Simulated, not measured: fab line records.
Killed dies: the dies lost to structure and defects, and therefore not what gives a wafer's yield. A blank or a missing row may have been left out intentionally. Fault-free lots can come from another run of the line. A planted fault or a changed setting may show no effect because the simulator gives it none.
fab line records	flow ritCmos
record: lots: 6	wafers: 18	lastDay: 7
route steps=202 shown ACTIVE@11 FOX1@20 FOX2@23 NWELL@28 PWELL@39 WELLDRIVE@50 SILICIDE@161 M1@202
lots untouched by any fault: they come from a run of this same line in which no faults occurred
startH: hours from the record's opening day to when the first of the lot's shown wafers began	waitH: hours from the lot's prior step to this one	" identical to the entry in the row above	L1.1+2: a row that stands for several wafers	- value missing, or start not given	* or withheld: withheld	< > ~ a bound
route shown NAME@n: names a module that has steps shown in the file, with the first one's number in the route	usual: mean/standard deviation taken from wafers without a fault	same: alike in all rows	chamber/n: place in a boat	sites: each site's reading	_std_site: how widely they spread, as a standard deviation	_edge_site: mean of outer sites minus mean of inner sites	radiusMm: how far each site lies from the wafer's centre	mask NAME#n: copy n	behind: the last tool/chamber to shape the wafer	hold: why the lot was held/for how many hours/how that ended	device: which transistor (n, p or np) failed to switch	end of line: the route-end tests of the same wafers	step lacking rows: just its recipe	killed: dies lost to structure and defects at the first sort, not the wafer's yield	map: a wafer's dies, marking killed ones x, the rest . and places with no die _
set.NAME: the setting that was run; set.NAME@STEP: the one run at that earlier step	model.NAME: the simulator's own value behind a step, which no gauge read
a table for each step, a row for each wafer; lots at some steps of the route
services: a tool's chamber out of use, with start hour (startH, from the record's first day; less than 0 if before it), hours out, and reason
== steps ==
step: RIT_ACTIVE_DEVELOP_10
recipe: resist: NOVOLAK	developTimeS: 50	devTempC: 23
step: RIT_ACTIVE_CD_MEAS_11
recipe: targetCdNm: 1400
usual: cdNm: 1400.2/1.9
lot.wafer	tool	chamber	startH	waitH	cdNm
L797.2	cdSem-02	-	14.46	-	1399.4
L797.5	"	-	"	"	1399.3
L797.6	"	-	"	"	1397.5
L807.1	cdSem-02	-	64.94	-	1400.8
L807.5	"	-	"	"	1399.9
L807.6	"	-	"	"	1399.3
L809.1	cdSem-02	-	75.72	-	1398.3
L809.2	"	-	"	"	1401.7
L809.4	"	-	"	"	1399.4
L811.2	cdSem-02	-	84.91	-	1397.9
L811.3	"	-	"	"	1399.1
L811.5	"	-	"	"	1400.2
L813.2	cdSem-02	-	94.46	-	1399.6
L813.3	"	-	"	"	1400.6
L813.6	"	-	"	"	1398.3
L817.3	cdSem-02	-	114.92	-	1400.1
L817.4	"	-	"	"	1402.9
L817.6	"	-	"	"	1402.2
step: RIT_ACTIVE_HARDBAKE_12
recipe: resist: NOVOLAK	tempC: 140	timeS: 60
step: RIT_ACTIVE_ETCH_13
recipe: stopOn: SiO2	chemistry: SF6	target: Si3N4	timeS: 210	overEtchFrac: 0.4	SF6_flow_sccm: 200	pressureMtorr: 260	rfW: 125	targetDepthA: 2100
usual: drypumpMotorCurrentA: 5.7/0.31	oesProductAu: 0.816/0.011	throttleValvePct: 7.49/0.12
lot.wafer	tool	chamber	startH	waitH	drypumpMotorCurrentA	oesProductAu	rfHoursCounterH	throttleValvePct
L797.2	rieDiel-02	2	14.71	0.1	5.5	0.825	3	7.42
L797.5	"	0	"	"	5.7	0.813	-	7.58
L797.6	"	1	"	"	5.6	0.813	-	7.68
L807.1	rieDiel-01	1	65.21	0.1	5.1	0.806	6	7.51
L807.5	"	3	"	"	6.0	0.826	-	7.76
L807.6	"	2	"	"	6.1	0.809	-	7.39
L809.1	rieDiel-02	1	75.99	0.1	5.6	0.815	135	7.66
L809.2	"	2	"	"	5.6	0.823	4	7.39
L809.4	"	3	"	"	5.7	0.811	132	7.36
L811.2	rieDiel-03	2	85.16	0.1	5.8	0.811	129	7.50
L811.3	"	3	"	"	4.8	0.811	69	7.43
L811.5	"	2	"	"	5.8	0.810	-	7.52
L813.2	rieDiel-01	2	94.71	0.1	6.2	0.807	68	7.38
L813.3	"	3	"	"	6.0	0.804	159	7.73
L813.6	"	1	"	"	5.0	0.805	-	7.52
L817.3	rieDiel-02	0	115.15	0.1	5.6	0.809	59	7.54
L817.4	"	3	"	"	5.7	0.812	133	7.35
L817.6	"	0	"	"	5.6	0.801	-	7.54
step: RIT_ACTIVE_STRIP_14
recipe: chemistry: O2	timeS: 180	resist: NOVOLAK	platenTempC: withheld	powerW: 500	pressureMtorr: 4000	o2FlowSccm: 4000
usual: drypumpMotorCurrentA: 5.9/0.38
lot.wafer	tool	chamber	startH	waitH	drypumpMotorCurrentA	rfHoursCounterH
L797.2	plasmaAsher-04	0	14.84	0.1	5.6	36
L797.5	"	0	"	"	5.6	-
L797.6	"	1	"	"	6.4	-
L807.1	plasmaAsher-01	1	65.34	0.1	6.4	39
L807.5	"	0	"	"	5.8	-
L807.6	"	1	"	"	6.4	-
L809.1	plasmaAsher-04	0	76.12	0.1	5.6	43
L809.2	"	1	"	"	6.4	43
L809.4	"	1	"	"	6.4	-
L811.2	plasmaAsher-04	1	85.29	0.1	6.4	44
L811.3	"	0	"	"	5.6	-
L811.5	"	1	"	"	6.4	-
L813.2	plasmaAsher-04	1	94.84	0.1	6.4	45
L813.3	"	1	"	"	6.4	-
L813.6	"	0	"	"	5.6	-
L817.3	plasmaAsher-01	1	115.34	0.1	6.4	-
L817.4	"	0	"	"	5.8	-
L817.6	"	1	"	"	6.4	-
step: RIT_ACTIVE_CD_MEAS_90
recipe: targetCdNm: 1400
usual: cdNm: 1400.2/1.9
lot.wafer	tool	chamber	startH	waitH	cdNm
L797.2	cdSem-01	-	15.04	0.1	1399.8
L797.5	"	-	"	"	1399.7
L797.6	"	-	"	"	1397.0
L807.1	cdSem-01	-	65.52	0.1	1401.2
L807.5	"	-	"	"	1400.0
L807.6	"	-	"	"	1399.5
L809.1	cdSem-02	-	76.30	0.1	1397.8
L809.2	"	-	"	"	1401.5
L809.4	"	-	"	"	1399.1
L811.2	cdSem-02	-	85.48	0.1	1397.8
L811.3	"	-	"	"	1398.4
L811.5	"	-	"	"	1400.1
L813.2	cdSem-02	-	95.04	0.1	1399.7
L813.3	"	-	"	"	1400.2
L813.6	"	-	"	"	1398.7
L817.3	cdSem-01	-	115.50	0.1	1400.3
L817.4	"	-	"	"	1402.8
L817.6	"	-	"	"	1402.1
step: RIT_ACTIVE_CLEAN_15
recipe: chemistry: SC1	mix: 3:3:50	timeS: 600	tempC: 75
step: RIT_ACTIVE_CLEAN_16
recipe: chemistry: dHF	dilution: 50:1	timeS: 30
step: RIT_ACTIVE_CLEAN_17
recipe: chemistry: SC2	mix: 3:3:50	timeS: 600	tempC: 75	dry: n2Spin
step: RIT_FOX1_OXIDATION_00
recipe: tempC: 1100	ambient: H2O	targetThkA: 3507	pH2oTorr: 720	oxTimeS: 1130
step: RIT_FOX1_THK_MEAS_01
recipe: reads: SiO2_of_FOX1_OXIDATION_00
usual: FOX1_OXIDE_THK: 353/6.7
lot.wafer	tool	chamber	startH	waitH	FOX1_OXIDE_THK[nm]
L797.2	filmMetro-01	-	17.00	0.0	350
L797.5	"	-	"	"	347
L797.6	"	-	"	"	358
L807.1	filmMetro-03	-	68.71	0.0	352
L807.5	"	-	"	"	353
L807.6	"	-	"	"	355
L809.1	filmMetro-01	-	79.07	0.0	348
L809.2	"	-	"	"	343
L809.4	"	-	"	"	349
L811.2	filmMetro-02	-	87.95	0.0	335
L811.3	"	-	"	"	339
L811.5	"	-	"	"	342
L813.2	filmMetro-01	-	97.67	0.0	357
L813.3	"	-	"	"	359
L813.6	"	-	"	"	363
L817.3	filmMetro-01	-	119.52	0.0	358
L817.4	"	-	"	"	352
L817.6	"	-	"	"	360
step: RIT_FOX1_WET_ETCH_02
recipe: chemistry: BOE	targetDepthNm: 350	timeS: 382	tempC: 21.5	dry: n2Spin	dilution: 10:1	target: SiO2
step: RIT_FOX2_OXIDATION_00
recipe: tempC: 1100	ambient: H2O	targetThkA: 3507	pH2oTorr: 720	oxTimeS: 1130
usual: spikeTcCentreC: 1103.5/1	spikeTcLoadC: 1127.6/1.5	spikeTcSourceC: 1124.6/2.3	zonePowerLoadPct: 41.7/1.4
lot.wafer	tool	chamber	startH	waitH	spikeTcCentreC	spikeTcLoadC	spikeTcSourceC	zonePowerLoadPct	model.SiO2_of_FOX2_OXIDATION_00.thkNm
L797.2	furnace-01	0	17.17	0.0	1103.4	1130.2	1125.0	42.9	347.4
L797.5	"	0	"	"	1104.4	1127.3	1121.9	43.0	353.5
L797.6	"	0	"	"	1104.4	1128.0	1124.6	43.5	345
L807.1	furnace-04	0	68.88	0.0	1112.9	1135.6	1132.6	40.9	369.3
L807.5	"	0	"	"	1113.3	1136.0	1132.2	41.7	372.2
L807.6	"	0	"	"	1114.5	1135.1	1132.6	41.7	374.9
L809.1	furnace-04	0	79.25	0.0	1113.6	1135.3	1132.7	40.1	366
L809.2	"	0	"	"	1112.8	1137.5	1134.3	40.3	368.9
L809.4	"	0	"	"	1112.5	1135.9	1131.4	41.2	363.9
L811.2	furnace-01	0	88.11	0.0	1102.5	1128.5	1122.2	43.4	350.5
L811.3	"	0	"	"	1104.9	1128.8	1123.8	44.3	342.7
L811.5	"	0	"	"	1104.8	1128.0	1125.6	43.8	345.1
L813.2	furnace-01	0	98.38	0.5	1103.9	1128.2	1123.1	43.6	350.8
L813.3	"	0	"	"	1104.0	1127.1	1123.2	43.7	350
L813.6	"	0	"	"	1103.7	1128.4	1123.4	44.0	353.6
L817.3	furnace-03	0	119.68	0.0	1102.0	1127.1	1127.2	40.6	359.2
L817.4	"	0	"	"	1105.4	1129.1	1127.1	41.6	356.3
L817.6	"	0	"	"	1101.4	1128.7	1127.4	41.7	359.7
step: RIT_FOX2_THK_MEAS_01
recipe: reads: SiO2_of_FOX2_OXIDATION_00
usual: FOX2_OXIDE_THK: 352/5.9
lot.wafer	tool	chamber	startH	waitH	FOX2_OXIDE_THK[nm]
L797.2	filmMetro-03	-	18.49	0.0	347
L797.5	"	-	"	"	354
L797.6	"	-	"	"	345
L807.1	filmMetro-03	-	70.20	0.0	370
L807.5	"	-	"	"	372
L807.6	"	-	"	"	375
L809.1	filmMetro-03	-	80.57	0.0	366
L809.2	"	-	"	"	369
L809.4	"	-	"	"	364
L811.2	filmMetro-02	-	89.44	0.0	351
L811.3	"	-	"	"	343
L811.5	"	-	"	"	345
L813.2	filmMetro-04	-	99.70	0.0	351
L813.3	"	-	"	"	350
L813.6	"	-	"	"	354
L817.3	filmMetro-02	-	121.01	0.0	359
L817.4	"	-	"	"	356
L817.6	"	-	"	"	360
step: RIT_FOX2_CLEAN_02
recipe: chemistry: dHF	dilution: 50:1	timeS: 180
step: RIT_FOX2_WET_ETCH_03
recipe: chemistry: H3PO4	target: Si3N4	targetDepthNm: 195	tempC: 165	timeS: 2700
step: RIT_FOX2_THK_MEAS_90
recipe: reads: SiO2_of_FOX2_OXIDATION_00
usual: FIELD_OXIDE_LEFT_1_THK: 325/6
lot.wafer	tool	chamber	startH	waitH	FIELD_OXIDE_LEFT_1_THK[nm]
L797.2	filmMetro-04	-	19.37	0.0	320
L797.5	"	-	"	"	326
L797.6	"	-	"	"	318
L807.1	filmMetro-03	-	71.08	0.0	342
L807.5	"	-	"	"	345
L807.6	"	-	"	"	347
L809.1	filmMetro-03	-	81.45	0.0	339
L809.2	"	-	"	"	342
L809.4	"	-	"	"	337
L811.2	filmMetro-02	-	90.44	0.0	323
L811.3	"	-	"	"	316
L811.5	"	-	"	"	318
L813.2	filmMetro-04	-	101.34	0.0	323
L813.3	"	-	"	"	323
L813.6	"	-	"	"	326
L817.3	filmMetro-04	-	121.89	0.0	332
L817.4	"	-	"	"	329
L817.6	"	-	"	"	332
step: RIT_NWELL_HMDS_00
recipe: primeTimeS: 60	primeTempC: 140
step: RIT_NWELL_COAT_01
recipe: resist: NOVOLAK	spinRpm: 2000	resistThkNm: 1300
step: RIT_NWELL_SOFTBAKE_02
recipe: resist: NOVOLAK	tempC: 90	timeS: 57.45
step: RIT_NWELL_EXPOSE_03
recipe: maskId: M2	na: 0.57	targetCdNm: 43900	doseMj: 250
step: RIT_NWELL_PEB_04
recipe: resist: NOVOLAK	tempC: withheld	timeS: withheld
step: RIT_NWELL_DEVELOP_05
recipe: resist: NOVOLAK	developTimeS: 68	devTempC: 23
step: RIT_NWELL_OVL_MEAS_06
usual: NWELL_OVL: -1.0/1.4
lot.wafer	tool	chamber	startH	waitH	NWELL_OVL[nm]
L797.2	overlay-02	-	20.31	-	-1.7
L797.5	"	-	"	"	0.0
L797.6	"	-	"	"	-1.0
L807.1	overlay-02	-	72.02	-	-0.2
L807.5	"	-	"	"	-1.2
L807.6	"	-	"	"	-0.2
L809.1	overlay-02	-	82.51	-	-2.8
L809.2	"	-	"	"	-3.1
L809.4	"	-	"	"	0.3
L811.2	overlay-02	-	91.50	-	2.2
L811.3	"	-	"	"	-0.3
L811.5	"	-	"	"	1.3
L813.2	overlay-02	-	102.40	-	-3.0
L813.3	"	-	"	"	0.1
L813.6	"	-	"	"	-1.4
L817.3	overlay-02	-	122.95	-	1.7
L817.4	"	-	"	"	1.3
L817.6	"	-	"	"	-0.8
step: RIT_NWELL_HARDBAKE_07
recipe: resist: NOVOLAK	tempC: 140	timeS: 120
step: RIT_NWELL_IMPLANT_08
recipe: species: P	energyKev: 170	doseCm2: 5e+13	tiltDeg: 7
step: RIT_NWELL_STRIP_09
recipe: chemistry: O2	timeS: 180	resist: NOVOLAK	platenTempC: withheld	powerW: 500	pressureMtorr: 4000	o2FlowSccm: 4000
usual: drypumpMotorCurrentA: 5.9/0.35
lot.wafer	tool	chamber	startH	waitH	drypumpMotorCurrentA	rfHoursCounterH
L797.2	plasmaAsher-01	1	20.74	0.1	6.4	35
L797.5	"	0	"	"	5.8	-
L797.6	"	1	"	"	6.4	-
L807.1	plasmaAsher-03	0	72.46	0.1	6.4	44
L807.5	"	1	"	"	5.7	-
L807.6	"	0	"	"	6.4	-
L809.1	plasmaAsher-03	1	82.95	0.1	5.7	45
L809.2	"	0	"	"	6.4	45
L809.4	"	0	"	"	6.4	-
L811.2	plasmaAsher-03	1	91.93	0.1	5.7	46
L811.3	"	0	"	"	6.4	-
L811.5	"	1	"	"	5.7	-
L813.2	plasmaAsher-02	0	102.83	0.1	5.6	33
L813.3	"	0	"	"	5.6	-
L813.6	"	1	"	"	5.5	-
L817.3	plasmaAsher-01	1	123.43	0.1	6.4	-
L817.4	"	0	"	"	5.8	-
L817.6	"	0	"	"	5.8	-
step: RIT_NWELL_TW_MEAS_10
usual: NWELL_TW: 2155/25
lot.wafer	tool	chamber	startH	waitH	NWELL_TW
L797.2	filmMetro-01	-	20.92	0.1	2112
L797.5	"	-	"	"	2108
L797.6	"	-	"	"	2116
L807.1	filmMetro-04	-	72.63	0.1	2171
L807.5	"	-	"	"	2155
L807.6	"	-	"	"	2156
L809.1	filmMetro-04	-	83.12	0.1	2143
L809.2	"	-	"	"	2167
L809.4	"	-	"	"	2159
L811.2	filmMetro-01	-	92.12	0.1	2133
L811.3	"	-	"	"	2127
L811.5	"	-	"	"	2123
L813.2	filmMetro-01	-	103.01	0.1	2131
L813.3	"	-	"	"	2120
L813.6	"	-	"	"	2123
L817.3	filmMetro-02	-	123.57	0.1	2178
L817.4	"	-	"	"	2181
L817.6	"	-	"	"	2194
step: RIT_PWELL_HMDS_00
recipe: primeTimeS: 60	primeTempC: 140
step: RIT_PWELL_COAT_01
recipe: resist: NOVOLAK	spinRpm: 2000	resistThkNm: 1300
step: RIT_PWELL_SOFTBAKE_02
recipe: resist: NOVOLAK	tempC: 90	timeS: 60
step: RIT_PWELL_EXPOSE_03
recipe: maskId: M3	na: 0.57	targetCdNm: 43700	doseMj: 250
step: RIT_PWELL_PEB_04
recipe: resist: NOVOLAK	tempC: withheld	timeS: withheld
step: RIT_PWELL_DEVELOP_05
recipe: resist: NOVOLAK	developTimeS: 68	devTempC: 23
step: RIT_PWELL_OVL_MEAS_06
usual: PWELL_OVL: -0.1/1.6
lot.wafer	tool	chamber	startH	waitH	PWELL_OVL[nm]
L797.2	overlay-01	-	22.00	-	-1.0
L797.5	"	-	"	"	-1.1
L797.6	"	-	"	"	-1.9
L807.1	overlay-01	-	73.57	-	2.1
L807.5	"	-	"	"	2.6
L807.6	"	-	"	"	2.4
L809.1	overlay-02	-	84.19	-	-1.7
L809.2	"	-	"	"	-2.1
L809.4	"	-	"	"	-2.0
L811.2	overlay-01	-	93.05	-	0.5
L811.3	"	-	"	"	-0.1
L811.5	"	-	"	"	0.3
L813.2	overlay-02	-	104.07	-	-1.8
L813.3	"	-	"	"	-2.8
L813.6	"	-	"	"	-1.8
L817.3	overlay-01	-	124.62	-	-0.9
L817.4	"	-	"	"	-2.2
L817.6	"	-	"	"	1.0
step: RIT_PWELL_HARDBAKE_07
recipe: resist: NOVOLAK	tempC: 140	timeS: 120
step: RIT_PWELL_IMPLANT_08
recipe: species: B	energyKev: 170	doseCm2: 7e+13	tiltDeg: 7
step: RIT_PWELL_STRIP_09
recipe: chemistry: O2	timeS: 180	resist: NOVOLAK	platenTempC: withheld	powerW: 500	pressureMtorr: 4000	o2FlowSccm: 3831
usual: drypumpMotorCurrentA: 5.9/0.37
lot.wafer	tool	chamber	startH	waitH	drypumpMotorCurrentA	rfHoursCounterH
L797.2	plasmaAsher-03	1	22.43	0.1	5.7	39
L797.5	"	1	"	"	5.7	-
L797.6	"	0	"	"	6.4	-
L807.1	plasmaAsher-02	0	74.08	0.1	5.7	30
L807.5	"	0	"	"	5.7	-
L807.6	"	1	"	"	5.5	-
L809.1	plasmaAsher-03	1	84.62	0.1	5.7	46
L809.2	"	0	"	"	6.4	46
L809.4	"	0	"	"	6.4	-
L811.2	plasmaAsher-04	0	93.48	0.1	5.6	45
L811.3	"	0	"	"	5.6	-
L811.5	"	1	"	"	6.4	-
L813.2	plasmaAsher-03	1	104.50	0.1	5.7	48
L813.3	"	0	"	"	6.4	-
L813.6	"	0	"	"	6.4	-
L817.3	plasmaAsher-04	1	125.11	0.1	6.4	-
L817.4	"	0	"	"	5.6	-
L817.6	"	1	"	"	6.4	-
step: RIT_PWELL_TW_MEAS_10
usual: PWELL_TW: 960/10
lot.wafer	tool	chamber	startH	waitH	PWELL_TW
L797.2	filmMetro-01	-	22.62	0.1	937
L797.5	"	-	"	"	934
L797.6	"	-	"	"	942
L807.1	filmMetro-04	-	74.26	0.1	958
L807.5	"	-	"	"	963
L807.6	"	-	"	"	961
L809.1	filmMetro-02	-	84.80	0.1	971
L809.2	"	-	"	"	968
L809.4	"	-	"	"	970
L811.2	filmMetro-01	-	93.67	0.1	939
L811.3	"	-	"	"	945
L811.5	"	-	"	"	941
L813.2	filmMetro-02	-	104.69	0.1	962
L813.3	"	-	"	"	966
L813.6	"	-	"	"	962
L817.3	filmMetro-04	-	125.24	0.1	965
L817.4	"	-	"	"	967
L817.6	"	-	"	"	959
step: RIT_WELLDRIVE_ANNEAL_00
recipe: tempC: 1100	timeS: 14700	ambient: N2
step: RIT_WELLDRIVE_RS_MEAS_01
recipe: thkMeasGauge: four-point-probe
usual: NWELL_RS: 275.6/0.66
lot.wafer	tool	chamber	startH	waitH	NWELL_RS[ohm/sq]
L797.2	filmMetro-02	-	28.04	0.0	275.4
L797.5	"	-	"	"	275.2
L797.6	"	-	"	"	276.2
L807.1	filmMetro-02	-	80.44	0.0	275.0
L807.5	"	-	"	"	275.3
L807.6	"	-	"	"	274.1
L809.1	filmMetro-01	-	90.65	0.0	276.5
L809.2	"	-	"	"	276.3
L809.4	"	-	"	"	276.3
L811.2	filmMetro-04	-	98.82	0.0	274.8
L811.3	"	-	"	"	274.6
L811.5	"	-	"	"	275.5
L813.2	filmMetro-04	-	110.99	0.0	275.5
L813.3	"	-	"	"	274.8
L813.6	"	-	"	"	275.1
L817.3	filmMetro-01	-	131.31	0.0	275.6
L817.4	"	-	"	"	275.4
L817.6	"	-	"	"	275.7
step: RIT_WELLDRIVE_RS_MEAS_02
recipe: thkMeasGauge: four-point-probe
usual: PWELL_RS: 429.7/1.2
lot.wafer	tool	chamber	startH	waitH	PWELL_RS[ohm/sq]
L797.2	filmMetro-02	-	28.16	0.1	432.8
L797.5	"	-	"	"	431.0
L797.6	"	-	"	"	428.9
L807.1	filmMetro-02	-	80.56	0.1	430.2
L807.5	"	-	"	"	429.8
L807.6	"	-	"	"	429.3
L809.1	filmMetro-01	-	90.77	0.1	430.9
L809.2	"	-	"	"	431.9
L809.4	"	-	"	"	429.5
L811.2	filmMetro-04	-	98.94	0.1	426.8
L811.3	"	-	"	"	427.9
L811.5	"	-	"	"	427.7
L813.2	filmMetro-04	-	111.11	0.1	430.4
L813.3	"	-	"	"	430.8
L813.6	"	-	"	"	431.3
L817.3	filmMetro-01	-	131.43	0.1	429.6
L817.4	"	-	"	"	429.3
L817.6	"	-	"	"	428.2
step: RIT_FOX2_THK_MEAS_91
recipe: reads: SiO2_of_FOX2_OXIDATION_00
usual: FIELD_OXIDE_LEFT_2_THK: 257/5.8
lot.wafer	tool	chamber	startH	waitH	FIELD_OXIDE_LEFT_2_THK[nm]
L797.2	filmMetro-03	-	32.20	0.0	252
L797.5	"	-	"	"	258
L797.6	"	-	"	"	249
L807.1	filmMetro-04	-	84.51	0.0	273
L807.5	"	-	"	"	276
L807.6	"	-	"	"	279
L809.1	filmMetro-02	-	94.71	0.0	270
L809.2	"	-	"	"	272
L809.4	"	-	"	"	267
L811.2	filmMetro-02	-	102.74	0.0	256
L811.3	"	-	"	"	248
L811.5	"	-	"	"	251
L813.2	filmMetro-03	-	114.78	0.0	254
L813.3	"	-	"	"	254
L813.6	"	-	"	"	257
L817.3	filmMetro-02	-	135.46	0.0	264
L817.4	"	-	"	"	261
L817.6	"	-	"	"	265
step: RIT_SILICIDE_WET_ETCH_00
recipe: chemistry: BOE	target: SiO2	targetDepthNm: 14	timeS: 15	dry: n2Spin	dilution: 10:1	tempC: 21.5
lot.wafer	tool	chamber	startH	waitH	model.SiO2_of_FOX2_OXIDATION_00.thkNm
L797.2	wetBench-01	2	52.50	0.1	145.1
L797.5	"	2	"	"	150.2
L797.6	"	2	"	"	145.5
L807.1	wetBench-02	0	102.56	0.1	169.3
L807.5	"	0	"	"	173.3
L807.6	"	0	"	"	173.8
L809.1	wetBench-02	0	115.75	0.1	164.1
L809.2	"	0	"	"	168.1
L809.4	"	0	"	"	161.8
L811.2	wetBench-02	3	125.88	0.1	150.6
L811.3	"	3	"	"	143.3
L811.5	"	3	"	"	145.5
L813.2	wetBench-02	1	136.08	0.1	149.9
L813.3	"	1	"	"	148.1
L813.6	"	1	"	"	152.5
L817.3	wetBench-02	0	155.80	0.1	159.9
L817.4	"	0	"	"	154.5
L817.6	"	0	"	"	160.4
step: RIT_M1_PROBE_99
usual: killedAtContacts: 0.1/0.25	killedAtFrontEnd: 6.3/2.9	killedDies: 6.4/2.8	killedOpen: 3.3/2	killedShort: 3.1/2
same: grossDies: 264	killed_at_M0_to_M3: 0	killed_at_M4_up: 0	killedAtBackSide: 0	killedAtOther: 0
lot.wafer	tool	chamber	startH	waitH	killedAtContacts	killedAtFrontEnd	killedDies	killedOpen	killedShort	model.etest.fieldN.vtV
L797.2	prober-01	-	59.31	0.1	0	5	5	0	5	34.03
L797.5	prober-01	-	59.46	0.2	0	4	4	2	2	34.87
L797.6	prober-01	-	59.51	0.2	0	10	10	5	5	33.69
L807.1	prober-02	-	109.89	0.1	0	8	8	6	2	37.07
L807.5	prober-02	-	110.09	0.2	0	3	3	3	0	37.53
L807.6	prober-02	-	110.14	0.2	1	5	6	3	3	37.84
L809.1	prober-02	-	122.94	0.1	0	5	5	2	3	36.48
L809.2	prober-02	-	122.99	0.1	0	8	8	4	4	36.69
L809.4	prober-02	-	123.09	0.2	0	6	6	3	3	36.2
L811.2	prober-02	-	132.81	0.1	0	7	7	5	2	34.67
L811.3	prober-02	-	132.86	0.2	0	1	1	1	0	33.58
L811.5	prober-02	-	132.96	0.2	0	12	12	8	4	33.99
L813.2	prober-02	-	142.95	0.1	0	6	6	5	1	34.39
L813.3	prober-02	-	143.00	0.2	0	6	6	4	2	34.33
L813.6	prober-02	-	143.15	0.2	0	11	11	6	5	34.74
L817.3	prober-02	-	163.15	0.2	0	4	4	2	2	35.98
L817.4	prober-02	-	163.20	0.2	0	5	5	3	2	35.63
L817.6	prober-02	-	163.30	0.2	0	4	4	4	0	36.12
killed by level:class
L797.2 REOX:geometricParticle:short=3 GATE:geometricParticle:short=1 SPACER:geometricParticle:short=1
L797.5 GATE:geometricParticle:short=2 FOX1:geometricParticle:open=1 FOX2:geometricParticle:open=1
L797.6 GATE:geometricParticle:open=3 FOX2:geometricParticle:short=2 SPACER:geometricParticle:open=2 FOX1:geometricParticle:short=1 GATE:geometricParticle:short=1 SILICIDE:geometricParticle:short=1
L807.1 GATE:geometricParticle:open=2 SPACER:geometricParticle:open=2 FOX1:geometricParticle:open=1 FOX2:geometricParticle:open=1 GATE:geometricParticle:short=1 SPACER:geometricParticle:short=1
L807.5 GATE:geometricParticle:open=3
L807.6 FOX1:geometricParticle:short=1 GATE:geometricParticle:short=1 GATE:geometricParticle:open=1 SPACER:geometricParticle:open=1 SPACER:geometricParticle:short=1 CONTACT:geometricParticle:open=1
L809.1 FOX1:geometricParticle:open=1 FOX1:geometricParticle:short=1 GATE:geometricParticle:open=1 REOX:geometricParticle:short=1 SILICIDE:geometricParticle:short=1
L809.2 REOX:geometricParticle:short=3 FOX1:geometricParticle:open=2 FOX2:geometricParticle:open=1 GATE:geometricParticle:short=1 SILICIDE:geometricParticle:open=1
L809.4 FOX1:geometricParticle:short=2 GATE:geometricParticle:open=2 FOX1:geometricParticle:open=1 GATE:geometricParticle:short=1
L811.2 GATE:geometricParticle:open=3 FOX1:geometricParticle:open=1 FOX1:geometricParticle:short=1 FOX2:geometricParticle:short=1 SILICIDE:geometricParticle:open=1
L811.3 FOX1:geometricParticle:open=1
L811.5 GATE:geometricParticle:short=3 GATE:geometricParticle:open=3 FOX2:geometricParticle:open=2 FOX1:geometricParticle:open=1 FOX1:geometricParticle:short=1 REOX:geometricParticle:open=1 SILICIDE:geometricParticle:open=1
L813.2 GATE:geometricParticle:open=2 SILICIDE:geometricParticle:open=2 GATE:geometricParticle:short=1 REOX:geometricParticle:open=1
L813.3 GATE:geometricParticle:open=2 REOX:geometricParticle:open=1 REOX:geometricParticle:short=1 SPACER:geometricParticle:short=1 SILICIDE:geometricParticle:open=1
L813.6 FOX1:geometricParticle:open=3 GATE:geometricParticle:open=2 GATE:geometricParticle:short=2 FOX1:geometricParticle:short=1 REOX:geometricParticle:short=1 SPACER:geometricParticle:short=1 SPACER:geometricParticle:open=1
L817.3 FOX1:geometricParticle:short=1 FOX2:geometricParticle:short=1 REOX:geometricParticle:open=1 SILICIDE:geometricParticle:open=1
L817.4 GATE:geometricParticle:open=2 GATE:geometricParticle:short=2 REOX:geometricParticle:open=1
L817.6 FOX1:geometricParticle:open=1 FOX2:geometricParticle:open=1 GATE:geometricParticle:open=1 SPACER:geometricParticle:open=1
== services ==
tool	chamber	startH	hours	kind
rieDiel-03	3	-8.90	12.6	repair
plasmaAsher-03	-	12.73	2.0	repair
plasmaAsher-04	-	21.20	1.4	repair
plasmaAsher-03	-	32.03	0.3	repair
rieDiel-03	3	55.04	15.0	repair
plasmaAsher-03	-	59.40	2.3	repair
furnace-01	-	67.00	3.4	pm
rieDiel-03	1	81.72	18.8	repair
rieDiel-02	0	86.29	11.5	repair
rieDiel-01	0	92.90	-	clean
rieDiel-01	0	92.90	15.9	scheduledDown
rieDiel-01	0	92.90	15.9	ventCycle
rieDiel-03	-	97.19	2.8	pm
furnace-04	-	103.07	3.6	pm
rieDiel-03	2	107.50	12.0	repair
rieDiel-02	-	108.33	0.2	repair
plasmaAsher-04	-	108.75	9.0	pm
plasmaAsher-04	0	108.75	9.0	ventCycle
plasmaAsher-04	1	108.75	9.0	ventCycle
rieDiel-01	3	108.78	-	clean
rieDiel-01	-	110.22	0.2	repair
plasmaAsher-04	0	117.75	-	clean
plasmaAsher-04	1	117.75	-	clean
furnace-01	-	121.14	2.8	pm
== key ==
firstSign: step: RIT_FOX2_OXIDATION_00	reading: spikeTcCentreC	direction: up	sigmas: 9.7	usual: 1103.5	struck: 1113.3
effect: step: RIT_FOX2_OXIDATION_00	reading: spikeTcLoadC	direction: up	sigmas: 5.6	usual: 1127.6	struck: 1135.9
effect: step: RIT_FOX2_THK_MEAS_01	reading: FOX2_OXIDE_THK	direction: up	sigmas: 2.8	usual: 352	struck: 369
effect: step: RIT_FOX2_THK_MEAS_90	reading: FIELD_OXIDE_LEFT_1_THK	direction: up	sigmas: 2.8	usual: 325	struck: 342
effect: step: RIT_FOX2_THK_MEAS_91	reading: FIELD_OXIDE_LEFT_2_THK	direction: up	sigmas: 2.8	usual: 257	struck: 273
modelEffect: step: RIT_FOX2_OXIDATION_00	value: SiO2_of_FOX2_OXIDATION_00.thkNm	without: 353.5	struck: 369.2
modelEffect: step: RIT_SILICIDE_WET_ETCH_00	value: SiO2_of_FOX2_OXIDATION_00.thkNm	without: 152.7	struck: 168.4
modelEffect: step: RIT_M1_PROBE_99	value: etest.fieldN.vtV	without: 34.91	struck: 36.97
metAt RIT_FOX2_OXIDATION_00
struckWafers L807.1,L807.5,L807.6,L809.1,L809.2,L809.4
testerLeftOut L807,L809
fault: kind: processParameterDrift	tool: furnace-04	chamber: -	onsetH: 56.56	steps: RIT_FOX2_OXIDATION_00	channel: tempC	offset: *	shape: step	endH: 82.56	actsIn: *	stated: *
testerLeftOut: of these lots the tester's yield and bins aren't shown, on N5 and GAA mostly nor the transistor test; their killed dies are dies lost to structure and defects alone, not to doping, threshold or leakage, so they don't give the yield
